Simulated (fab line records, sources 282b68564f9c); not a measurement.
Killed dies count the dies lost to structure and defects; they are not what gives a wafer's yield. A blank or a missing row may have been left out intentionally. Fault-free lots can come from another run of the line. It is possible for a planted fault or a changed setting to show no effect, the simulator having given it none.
fab line records | flow rit_cmos
record: lots: 6 wafers: 18 last_day: 7
route steps=202 shown NRETRO@61 PRETRO@64 GATE@75 FOX2@80 REOX@98 M1@202
lots that met no fault: from a run of the same line without faults
start_h: start of the lot's first displayed wafer, in hours after the record's first day | wait_h: hours since the lot's step before | " the same as in the row above | L1.1+2: a single row standing in for several wafers | - no value, or no start given | * or withheld: withheld | < > ~ a bound
route shown NAME@n: a module of which the file shows steps, and the number in the route of the first | usual: mean/standard deviation taken from wafers without a fault | same: alike in all rows | chamber/n: place in a boat | sites: readings site by site | _std_site: the values' standard deviation | _edge_site: inner sites' mean taken away from outer sites' mean | radius_mm: for every site, how far away it sits from the centre of the wafer | mask NAME#n: copy n | behind: the tool/chamber that last shaped the wafer | hold: why the lot went on hold/how many hours it stayed there/how the hold came to an end | device: transistor that didn't switch, given as n, p or np | end of line: the route-end tests of the same wafers | step lacking rows: just its recipe | killed: dies that structure and defects cost at the first sort, which is not the same as the wafer's yield | map: the dies of a wafer, with x for killed, . for not killed, _ for no die there
set.NAME: the setting that was run; set.NAME@STEP: the one run at that earlier step | model.NAME: the simulator's own value behind a step, which no gauge read
lots seen at some steps along the route; tables by step, rows by wafer
services: a tool's chamber out of use, with start hour (start_h, from the record's first day; less than 0 if before it), hours out, and reason
== steps ==
step: RIT_NRETRO_IMPLANT_08
recipe: species: P energy_kev: 70 dose_cm2: 1e+13 tilt_deg: 7
step: RIT_NRETRO_STRIP_09
recipe: chemistry: O2 time_s: 180 resist: NOVOLAK platen_temp_c: withheld power_w: 500 pressure_mtorr: 4000 o2_flow_sccm: 4000
usual: drypump_motor_current_A: 5.7/0.42
columns lot.wafer tool chamber start_h wait_h drypump_motor_current_A rf_hours_counter_h
L217.1 plasma_asher-04 0 35.02 0.1 5.6 38
L217.2 " 1 " " 5.3 38
L217.6 " 0 " " 5.6 -
L218.1 plasma_asher-04 1 40.79 0.1 5.3 39
L218.3 " 0 " " 5.6 -
L218.5 " 1 " " 5.3 -
L224.1 plasma_asher-03 0 71.71 0.1 5.9 42
L224.2 " 1 " " 5.6 42
L224.6 " 0 " " 5.9 -
L226.2 plasma_asher-04 0 84.87 0.1 5.6 43
L226.3 " 0 " " 5.7 -
L226.4 " 1 " " 5.2 -
L228.4 plasma_asher-02 1 91.51 0.1 6.7 -
L228.5 " 0 " " 5.6 -
L228.6 " 1 " " 6.7 -
L235.3 plasma_asher-04 0 134.54 0.1 5.6 -
L235.5 " 0 " " 5.7 -
L235.6 " 1 " " 5.2 -
step: RIT_NRETRO_TW_MEAS_10
usual: NRETRO_TW: 1046/6.6
columns lot.wafer tool chamber start_h wait_h NRETRO_TW
L217.1 film_metro-02 - 35.20 0.1 1040
L217.2 " - " " 1045
L217.6 " - " " 1045
L218.1 film_metro-03 - 40.96 0.1 1046
L218.3 " - " " 1045
L218.5 " - " " 1046
L224.1 film_metro-04 - 71.89 0.1 1050
L224.2 " - " " 1044
L224.6 " - " " 1040
L226.2 film_metro-04 - 85.06 0.1 1034
L226.3 " - " " 1035
L226.4 " - " " 1037
L228.4 film_metro-04 - 91.65 0.1 1042
L228.5 " - " " 1038
L228.6 " - " " 1037
L235.3 film_metro-03 - 134.68 0.1 1053
L235.5 " - " " 1056
L235.6 " - " " 1054
step: RIT_PRETRO_HMDS_00
recipe: prime_time_s: 60 prime_temp_c: 140
step: RIT_PRETRO_COAT_01
recipe: resist: NOVOLAK spin_rpm: 2000 resist_thk_nm: 1300
step: RIT_PRETRO_SOFTBAKE_02
recipe: resist: NOVOLAK temp_c: 90 time_s: 62.37
usual: plate_sensor_t_centre_C: 90.970/0.011 plate_sensor_t_edge_C: 91.019/0.01 softbake_temp_c: 90.01/0.13
columns lot.wafer tool chamber start_h wait_h plate_sensor_t_centre_C plate_sensor_t_edge_C softbake_temp_c
L217.1 litho_track-03 0 35.56 0.1 90.969 91.036 90.00
L217.2 " 0 " " 90.975 91.020 90.09
L217.6 " 0 " " 90.958 91.029 90.00
L218.1 litho_track-01 0 41.32 0.1 90.965 91.018 90.11
L218.3 " 0 " " 90.971 91.036 89.98
L218.5 " 0 " " 90.960 90.997 89.99
L224.1 litho_track-04 0 72.25 0.1 90.973 91.019 89.98
L224.2 " 0 " " 90.967 90.999 90.11
L224.6 " 0 " " 90.981 91.019 89.77
L226.2 litho_track-04 0 85.43 0.1 90.975 91.019 90.12
L226.3 " 0 " " 90.983 91.013 90.05
L226.4 " 0 " " 90.963 91.015 90.05
L228.4 litho_track-04 0 92.12 0.1 90.982 91.022 89.82
L228.5 " 0 " " 90.970 91.028 89.89
L228.6 " 0 " " 90.972 91.018 89.87
L235.3 litho_track-01 0 135.07 0.1 90.970 91.009 90.08
L235.5 " 0 " " 90.969 91.014 90.05
L235.6 " 0 " " 90.989 91.019 90.01
step: RIT_PRETRO_EXPOSE_03
recipe: mask_id: M5 na: 0.57 target_cd_nm: 43700 dose_mj: 250
step: RIT_PRETRO_PEB_04
recipe: resist: NOVOLAK temp_c: withheld time_s: withheld
step: RIT_PRETRO_DEVELOP_05
recipe: resist: NOVOLAK develop_time_s: 68 dev_temp_c: 23
step: RIT_PRETRO_OVL_MEAS_06
usual: PRETRO_OVL: 0.7/1.1
columns lot.wafer tool chamber start_h wait_h PRETRO_OVL[nm]
L217.1 overlay-02 - 36.26 - -0.8
L217.2 " - " " -0.9
L217.6 " - " " 1.6
L218.1 overlay-01 - 42.03 - 1.0
L218.3 " - " " 1.3
L218.5 " - " " 1.2
L224.1 overlay-02 - 72.95 - -0.3
L224.2 " - " " 0.4
L224.6 " - " " 0.8
L226.2 overlay-01 - 86.26 - -0.8
L226.3 " - " " 0.7
L226.4 " - " " -0.2
L228.4 overlay-01 - 92.68 - 2.7
L228.5 " - " " 4.2
L228.6 " - " " 3.4
L235.3 overlay-01 - 135.61 - 1.3
L235.5 " - " " 1.0
L235.6 " - " " 1.6
step: RIT_PRETRO_HARDBAKE_07
recipe: resist: NOVOLAK temp_c: 140 time_s: 120
step: RIT_PRETRO_IMPLANT_08
recipe: species: B energy_kev: 45 dose_cm2: 1.2e+13 tilt_deg: 7
step: RIT_PRETRO_STRIP_09
recipe: chemistry: O2 time_s: 180 resist: NOVOLAK platen_temp_c: withheld power_w: 500 pressure_mtorr: 4000 o2_flow_sccm: 4000
usual: drypump_motor_current_A: 5.9/0.37
columns lot.wafer tool chamber start_h wait_h drypump_motor_current_A rf_hours_counter_h
L217.1 plasma_asher-01 0 36.70 0.1 5.7 38
L217.2 " 1 " " 5.7 38
L217.6 " 1 " " 5.7 -
L218.1 plasma_asher-03 1 42.46 0.1 5.6 40
L218.3 " 0 " " 5.9 -
L218.5 " 0 " " 5.9 -
L224.1 plasma_asher-03 0 73.39 0.1 5.9 43
L224.2 " 1 " " 5.7 43
L224.6 " 1 " " 5.7 -
L226.2 plasma_asher-01 0 86.97 0.1 5.7 43
L226.3 " 1 " " 5.7 -
L226.4 " 0 " " 5.7 -
L228.4 plasma_asher-01 0 93.15 0.1 5.7 -
L228.5 " 1 " " 5.7 -
L228.6 " 0 " " 5.7 -
L235.3 plasma_asher-02 1 136.09 0.1 6.6 -
L235.5 " 1 " " 6.6 -
L235.6 " 0 " " 5.6 -
step: RIT_PRETRO_TW_MEAS_10
usual: PRETRO_TW: 474.0/2.5
columns lot.wafer tool chamber start_h wait_h PRETRO_TW
L217.1 film_metro-02 - 36.87 0.1 473.4
L217.2 " - " " 474.1
L217.6 " - " " 471.7
L218.1 film_metro-03 - 42.64 0.1 472.6
L218.3 " - " " 473.4
L218.5 " - " " 472.3
L224.1 film_metro-02 - 73.56 0.1 475.6
L224.2 " - " " 475.7
L224.6 " - " " 475.6
L226.2 film_metro-02 - 87.15 0.1 474.7
L226.3 " - " " 471.5
L226.4 " - " " 472.6
L228.4 film_metro-02 - 93.30 0.1 473.0
L228.5 " - " " 475.6
L228.6 " - " " 473.6
L235.3 film_metro-02 - 136.23 0.1 468.7
L235.5 " - " " 471.0
L235.6 " - " " 470.2
step: RIT_GATE_WET_ETCH_00
recipe: chemistry: BOE target: SiO2 target_depth_nm: 56 time_s: 62.87 dry: n2_spin dilution: 10:1 temp_c: 21.5
step: RIT_GATE_CLEAN_01
recipe: chemistry: SC1 mix: 3:3:50 time_s: 600 temp_c: 75
step: RIT_GATE_CLEAN_02
recipe: chemistry: dHF dilution: 50:1 time_s: 30
step: RIT_GATE_CLEAN_03
recipe: chemistry: SC2 mix: 3:3:50 time_s: 600 temp_c: 75 dry: n2_spin
step: RIT_GATE_CLEAN_04
recipe: chemistry: dHF dilution: 50:1 time_s: 60 dry: n2_spin
step: RIT_FOX2_THK_MEAS_91
recipe: reads: SiO2_of_FOX2_OXIDATION_00
usual: FIELD_OXIDE_LEFT_2_THK: 254/6.7
columns lot.wafer tool chamber start_h wait_h FIELD_OXIDE_LEFT_2_THK[nm]
L217.1 film_metro-01 - 37.35 0.0 251
L217.2 " - " " 250
L217.6 " - " " 244
L218.1 film_metro-01 - 43.12 0.0 246
L218.3 " - " " 255
L218.5 " - " " 254
L224.1 film_metro-04 - 74.08 0.0 254
L224.2 " - " " 254
L224.6 " - " " 251
L226.2 film_metro-01 - 87.69 0.0 264
L226.3 " - " " 267
L226.4 " - " " 263
L228.4 film_metro-01 - 93.84 0.0 248
L228.5 " - " " 250
L228.6 " - " " 246
L235.3 film_metro-01 - 136.71 0.0 262
L235.5 " - " " 252
L235.6 " - " " 257
step: RIT_GATE_OXIDATION_05
recipe: temp_c: 900 ambient: O2 target_thk_a: 30 ox_time_s: 270
step: RIT_GATE_ANNEAL_06
recipe: temp_c: 900 time_s: 600 ambient: N2O
step: RIT_GATE_THK_MEAS_07
recipe: reads: SiO2_of_GATE_OXIDATION_05
usual: GATE_OXIDE_THK: 2.98/0.062
columns lot.wafer tool chamber start_h wait_h GATE_OXIDE_THK[nm]
L217.1 film_metro-03 - 39.48 0.0 3.03
L217.2 " - " " 3.01
L217.6 " - " " 3.03
L218.1 film_metro-04 - 46.20 0.0 2.88
L218.3 " - " " 2.99
L218.5 " - " " 2.89
L224.1 film_metro-01 - 77.55 0.0 3.03
L224.2 " - " " 3.05
L224.6 " - " " 3.00
L226.2 film_metro-04 - 89.95 0.0 3.02
L226.3 " - " " 2.96
L226.4 " - " " 2.94
L228.4 film_metro-03 - 98.75 0.0 2.98
L228.5 " - " " 2.92
L228.6 " - " " 2.95
L235.3 film_metro-03 - 138.40 0.0 3.02
L235.5 " - " " 3.08
L235.6 " - " " 3.11
step: RIT_GATE_CVD_08
recipe: material: poly-Si target_thk_nm: 250 temp_c: 610 precursor: SiH4 time_s: 2220 pressure_mtorr: 300 sih4_flow_sccm: 100
step: RIT_GATE_THK_MEAS_09
recipe: reads: poly-Si_of_GATE_CVD_08
usual: GATE_POLY_THK: 249.9/2.8
columns lot.wafer tool chamber start_h wait_h GATE_POLY_THK[nm]
L217.1 film_metro-01 - 41.16 0.0 247.6
L217.2 " - " " 249.6
L217.6 " - " " 248.2
L218.1 film_metro-03 - 47.87 0.0 244.0
L218.3 " - " " 244.4
L218.5 " - " " 244.6
L224.1 film_metro-04 - 79.46 0.0 253.9
L224.2 " - " " 254.1
L224.6 " - " " 253.2
L226.2 film_metro-03 - 91.63 0.0 250.7
L226.3 " - " " 249.1
L226.4 " - " " 248.6
L228.4 film_metro-03 - 100.43 0.0 254.1
L228.5 " - " " 252.8
L228.6 " - " " 251.3
L235.3 film_metro-01 - 140.07 0.0 248.3
L235.5 " - " " 247.2
L235.6 " - " " 248.6
step: RIT_GATE_HMDS_10
recipe: prime_time_s: 60 prime_temp_c: 140
step: RIT_GATE_COAT_11
recipe: resist: NOVOLAK spin_rpm: 4250 resist_thk_nm: 850
step: RIT_GATE_SOFTBAKE_12
recipe: resist: NOVOLAK temp_c: 90 time_s: 60
step: RIT_GATE_EXPOSE_13
recipe: mask_id: M6 na: 0.6 source_shape: conventional sigma_outer: 0.6 target_cd_nm: 150 dose_mj: 380
step: RIT_GATE_PEB_14
recipe: resist: NOVOLAK temp_c: withheld time_s: withheld
step: RIT_GATE_DEVELOP_15
recipe: resist: NOVOLAK develop_time_s: 50 dev_temp_c: 23
step: RIT_GATE_CD_MEAS_16
recipe: target_cd_nm: 150
usual: cd_nm: 150.1/2.2
columns lot.wafer tool chamber start_h wait_h cd_nm
L217.1 cd_sem-01 - 42.19 - 149.5
L217.2 " - " " 148.2
L217.6 " - " " 149.0
L218.1 cd_sem-01 - 48.91 - 153.4
L218.3 " - " " 154.7
L218.5 " - " " 152.6
L224.1 cd_sem-01 - 80.37 - 149.1
L224.2 " - " " 148.0
L224.6 " - " " 148.3
L226.2 cd_sem-01 - 92.55 - 147.6
L226.3 " - " " 152.1
L226.4 " - " " 152.1
L228.4 cd_sem-01 - 101.50 - 153.3
L228.5 " - " " 151.9
L228.6 " - " " 151.2
L235.3 cd_sem-02 - 141.01 - 152.3
L235.5 " - " " 151.4
L235.6 " - " " 151.7
step: RIT_GATE_OVL_MEAS_17
usual: GATE_OVL: 0.9/1.2
columns lot.wafer tool chamber start_h wait_h GATE_OVL[nm]
L217.1 overlay-02 - 42.31 0.1 1.4
L217.2 " - " " 1.5
L217.6 " - " " 1.7
L218.1 overlay-02 - 49.03 0.1 1.2
L218.3 " - " " 2.1
L218.5 " - " " 1.4
L224.1 overlay-01 - 80.49 0.1 0.4
L224.2 " - " " -1.0
L224.6 " - " " -0.3
L226.2 overlay-02 - 92.66 0.1 -0.3
L226.3 " - " " -0.1
L226.4 " - " " 0.3
L228.4 overlay-01 - 101.57 0.1 1.9
L228.5 " - " " 3.2
L228.6 " - " " 1.9
L235.3 overlay-02 - 141.10 0.1 0.8
L235.5 " - " " 0.5
L235.6 " - " " -0.7
step: RIT_GATE_HARDBAKE_18
recipe: resist: NOVOLAK temp_c: 140 time_s: 60
step: RIT_GATE_ETCH_19
recipe: chemistry: SF6/CHF3/O2 time_s: 165 SF6_flow_sccm: 30 CHF3_flow_sccm: 30 O2_flow_sccm: 5 target: poly-Si pressure_mtorr: 40 rf_w: 160 target_depth_a: 3125 over_etch_frac: 0.25 stop_on: SiO2
usual: drypump_motor_current_A: 6.03/0.19 oes_product_au: 0.851/0.017 throttle_valve_pct: 10.25/0.17
columns lot.wafer tool chamber start_h wait_h drypump_motor_current_A oes_product_au rf_hours_counter_h throttle_valve_pct
L217.1 rie_si-01 1 42.50 0.1 6.10 0.828 162 10.25
L217.2 " 3 " " 6.23 0.862 112 10.17
L217.6 " 3 " " 6.24 0.854 - 10.15
L218.1 rie_si-02 3 49.21 0.1 6.23 0.827 157 10.41
L218.3 " 1 " " 6.25 0.814 51 10.34
L218.5 " 3 " " 6.25 0.818 - 10.42
L224.1 rie_si-02 2 80.68 0.1 6.01 0.884 127 10.11
L224.2 " 1 " " 6.21 0.836 52 10.32
L224.6 " 2 " " 5.98 0.876 - 10.13
L226.2 rie_si-02 2 92.88 0.1 5.97 0.871 127 10.12
L226.3 " 2 " " 6.01 0.868 - 10.12
L226.4 " 0 " " 5.75 0.855 - 10.55
L228.4 rie_si-02 1 101.74 0.1 6.24 0.836 52 10.35
L228.5 " 2 " " 5.97 0.881 - 10.12
L228.6 " 3 " " 6.22 0.836 - 10.42
L235.3 rie_si-02 3 141.27 0.1 6.18 0.831 0 10.42
L235.5 " 2 " " 5.90 0.859 - 10.12
L235.6 " 0 " " 5.77 0.844 - 10.55
step: RIT_GATE_STRIP_20
recipe: chemistry: O2 time_s: 180 resist: NOVOLAK platen_temp_c: withheld power_w: 500 pressure_mtorr: 4000 o2_flow_sccm: 4000
usual: drypump_motor_current_A: 5.64/0.19
columns lot.wafer tool chamber start_h wait_h drypump_motor_current_A rf_hours_counter_h
L217.1 plasma_asher-01 1 42.61 0.1 5.67 39
L217.2 " 0 " " 5.71 39
L217.6 " 0 " " 5.72 -
L218.1 plasma_asher-03 1 49.32 0.1 5.65 40
L218.3 " 1 " " 5.65 -
L218.5 " 0 " " 5.91 -
L224.1 plasma_asher-03 0 80.79 0.1 5.92 43
L224.2 " 1 " " 5.63 43
L224.6 " 0 " " 5.92 -
L226.2 plasma_asher-03 0 93.04 0.1 5.91 45
L226.3 " 0 " " 5.90 -
L226.4 " 1 " " 5.65 -
L228.4 plasma_asher-01 0 101.91 0.1 5.74 -
L228.5 " 1 " " 5.67 -
L228.6 " 0 " " 5.74 -
L235.3 plasma_asher-01 0 141.44 0.1 5.72 -
L235.5 " 0 " " 5.72 -
L235.6 " 1 " " 5.68 -
step: RIT_GATE_CD_MEAS_90
recipe: target_cd_nm: 150
usual: cd_nm: 150.1/2.2
columns lot.wafer tool chamber start_h wait_h cd_nm
L217.1 cd_sem-02 - 42.78 0.1 149.3
L217.2 " - " " 148.4
L217.6 " - " " 149.1
L218.1 cd_sem-02 - 49.50 0.1 153.6
L218.3 " - " " 154.6
L218.5 " - " " 153.1
L224.1 cd_sem-01 - 80.96 0.1 149.2
L224.2 " - " " 148.7
L224.6 " - " " 148.4
L226.2 cd_sem-02 - 93.24 0.1 147.9
L226.3 " - " " 151.9
L226.4 " - " " 152.2
L228.4 cd_sem-01 - 102.09 0.1 153.3
L228.5 " - " " 152.0
L228.6 " - " " 151.6
L235.3 cd_sem-02 - 141.60 0.1 152.3
L235.5 " - " " 151.1
L235.6 " - " " 151.4
step: RIT_REOX_CLEAN_00
recipe: chemistry: SC1 mix: 3:3:50 time_s: 600 temp_c: 75
step: RIT_REOX_CLEAN_01
recipe: chemistry: dHF dilution: 50:1 time_s: 30.56
step: RIT_REOX_CLEAN_02
recipe: chemistry: SC2 mix: 3:3:50 time_s: 600 temp_c: 75 dry: n2_spin
step: RIT_REOX_OXIDATION_03
recipe: temp_c: 900 ambient: O2 target_thk_a: 252 ox_time_s: 5580
step: RIT_REOX_THK_MEAS_04
recipe: reads: SiO2_of_REOX_OXIDATION_03
usual: REOX_OXIDE_THK: 25.1/0.53
columns lot.wafer tool chamber start_h wait_h REOX_OXIDE_THK[nm]
L217.1 film_metro-02 - 45.95 0.0 25.8
L217.2 " - " " 25.7
L217.6 " - " " 25.4
L218.1 film_metro-02 - 53.07 0.0 26.2
L218.3 " - " " 26.3
L218.5 " - " " 25.7
L224.1 film_metro-01 - 85.42 0.0 25.7
L224.2 " - " " 25.5
L224.6 " - " " 25.5
L226.2 film_metro-04 - 96.73 0.0 24.7
L226.3 " - " " 25.3
L226.4 " - " " 24.8
L228.4 film_metro-01 - 105.85 0.0 25.1
L228.5 " - " " 24.9
L228.6 " - " " 24.7
L235.3 film_metro-01 - 144.71 0.0 25.9
L235.5 " - " " 25.3
L235.6 " - " " 25.5
step: RIT_M1_PROBE_99
usual: killed_at_front_end: 6.9/2.9 killed_dies: 7.0/2.9 killed_on_rim: 1.9/1.4 killed_open: 3.4/2.1 killed_short: 3.5/1.8
same: gross_dies: 264 killed_at_M0_to_M3: 0 killed_at_M4_up: 0 killed_at_back_side: 0 killed_at_contacts: 0 killed_at_other: 0
columns lot.wafer tool chamber start_h wait_h killed_at_front_end killed_dies killed_on_rim killed_open killed_short
L217.1 prober-02 - 62.37 0.1 7 7 3 3 4
L217.2 prober-02 - 62.42 0.1 5 5 2 0 5
L217.6 prober-02 - 62.62 0.2 7 7 1 5 2
L224.1 prober-01 - 101.87 0.1 6 6 0 3 3
L224.2 prober-01 - 101.92 0.1 2 2 1 2 0
L224.6 prober-01 - 102.12 0.2 4 4 0 1 3
L226.2 prober-01 - 112.97 0.1 36 36 8 3 3
L226.3 prober-01 - 113.02 0.2 8 8 2 7 1
L226.4 prober-01 - 113.07 0.2 38 38 14 3 5
L228.4 prober-01 - 122.68 0.2 33 33 9 3 2
L228.5 prober-01 - 122.73 0.2 9 9 4 2 7
L228.6 prober-01 - 122.78 0.2 38 38 14 1 6
L235.3 prober-02 - 160.99 0.2 13 13 3 8 5
L235.5 prober-02 - 161.09 0.2 11 11 3 6 5
L235.6 prober-02 - 161.14 0.2 10 10 3 7 3
killed by level:class
L217.1 SILICIDE:geometric_particle:open=2 GATE:geometric_particle:short=1 GATE:geometric_particle:open=1 REOX:geometric_particle:short=1 SPACER:geometric_particle:short=1 SILICIDE:geometric_particle:short=1
L217.2 GATE:geometric_particle:short=3 REOX:geometric_particle:short=1 SPACER:geometric_particle:short=1
L217.6 REOX:geometric_particle:open=2 GATE:geometric_particle:open=1 REOX:geometric_particle:short=1 SPACER:geometric_particle:open=1 SILICIDE:geometric_particle:short=1 SILICIDE:geometric_particle:open=1
L224.1 SILICIDE:geometric_particle:open=2 FOX2:geometric_particle:open=1 GATE:geometric_particle:short=1 REOX:geometric_particle:short=1 SPACER:geometric_particle:short=1
L224.2 GATE:geometric_particle:open=1 SILICIDE:geometric_particle:open=1
L224.6 FOX1:geometric_particle:short=2 SPACER:geometric_particle:short=1 SILICIDE:geometric_particle:open=1
L226.2 PRETRO:unspecified=30 GATE:geometric_particle:short=2 FOX1:geometric_particle:open=1 FOX2:geometric_particle:open=1 GATE:geometric_particle:open=1 SILICIDE:geometric_particle:short=1
L226.3 GATE:geometric_particle:open=4 REOX:geometric_particle:open=1 SPACER:geometric_particle:open=1 SILICIDE:geometric_particle:short=1 SILICIDE:geometric_particle:open=1
L226.4 PRETRO:unspecified=30 GATE:geometric_particle:short=3 GATE:geometric_particle:open=1 REOX:geometric_particle:open=1 REOX:geometric_particle:short=1 SPACER:geometric_particle:short=1 SPACER:geometric_particle:open=1
L228.4 PRETRO:unspecified=28 FOX2:geometric_particle:short=2 FOX1:geometric_particle:open=1 FOX2:geometric_particle:open=1 GATE:geometric_particle:open=1
L228.5 SPACER:geometric_particle:short=3 FOX1:geometric_particle:short=2 GATE:geometric_particle:short=1 REOX:geometric_particle:short=1 SPACER:geometric_particle:open=1 SILICIDE:geometric_particle:open=1
L228.6 PRETRO:unspecified=31 GATE:geometric_particle:short=2 SILICIDE:geometric_particle:short=2 FOX2:geometric_particle:short=1 GATE:geometric_particle:open=1 REOX:geometric_particle:short=1
L235.3 GATE:geometric_particle:open=5 GATE:geometric_particle:short=3 SPACER:geometric_particle:short=2 FOX1:geometric_particle:open=1 FOX2:geometric_particle:open=1 SPACER:geometric_particle:open=1
L235.5 SPACER:geometric_particle:short=3 FOX1:geometric_particle:open=2 FOX2:geometric_particle:open=2 FOX1:geometric_particle:short=1 GATE:geometric_particle:open=1 SILICIDE:geometric_particle:open=1 SILICIDE:geometric_particle:short=1
L235.6 SPACER:geometric_particle:open=4 GATE:geometric_particle:open=2 SPACER:geometric_particle:short=2 FOX1:geometric_particle:open=1 SILICIDE:geometric_particle:short=1
map L226.4 (x killed, . not)
________....x.x_______
_____...........xx____
____.........xxxxxx___
___...........xxxxxx__
__..........x.xxxxxx._
__............xxxxx.._
_..............x.xx.x.
_.....................
_x....................
_x....................
__..................._
__.x................._
___.....x.....x.....__
____...............___
_____.............____
________.x....._______
map L228.6 (x killed, . not)
________......._______
_____.x.......xxxx____
____..........xxxxx___
___..........xxxxxxx__
__............xxxxxxx_
__............xxxxxxx_
_.............x..x....
_.....................
_....................x
_.....................
__......x............_
__x...x.....x........_
___.................__
____...............___
_____.............____
________......._______
== services ==
columns tool chamber start_h hours kind
rie_si-02 2 21.26 2.8 repair
plasma_asher-04 - 37.92 1.1 repair
rie_si-01 0 45.38 2.4 repair
rie_si-01 1 55.49 - clean
rie_si-01 1 55.49 21.2 scheduled_down
rie_si-01 1 55.49 21.2 vent_cycle
rie_si-02 3 77.50 - clean
rie_si-02 3 77.50 18.2 scheduled_down
rie_si-02 3 77.50 18.2 vent_cycle
rie_si-02 1 91.66 2.4 repair
plasma_asher-01 - 108.75 9.0 pm
plasma_asher-01 0 108.75 9.0 vent_cycle
plasma_asher-01 1 108.75 9.0 vent_cycle
plasma_asher-01 0 117.75 - clean
plasma_asher-01 1 117.75 - clean
rie_si-01 - 119.35 14.6 pm
rie_si-02 1 135.92 5.5 repair
== key ==
first_sign: step: RIT_M1_PROBE_99 reading: killed_at_front_end direction: up sigmas: 10 usual: 6.9 struck: 36.2
effect: step: RIT_M1_PROBE_99 reading: killed_dies direction: up sigmas: 10 usual: 7.0 struck: 36.2
met_at RIT_PRETRO_STRIP_09
struck_wafers L226.2,L226.4,L228.4,L228.6
tester_left_out L226,L228
onset_between 36.70 86.97
fault: kind: chamber_particle_source tool: plasma_asher-01 chamber: 0 onset_h: 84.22 steps: RIT_PRETRO_STRIP_09 rate_per_visit_cm2: 1.1672 end_h: 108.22
tester_left_out: of these lots the tester's yield and bins aren't shown, on N5 and GAA mostly nor the transistor test; their killed dies are dies lost to structure and defects alone, not to doping, threshold or leakage, so they don't give the yield
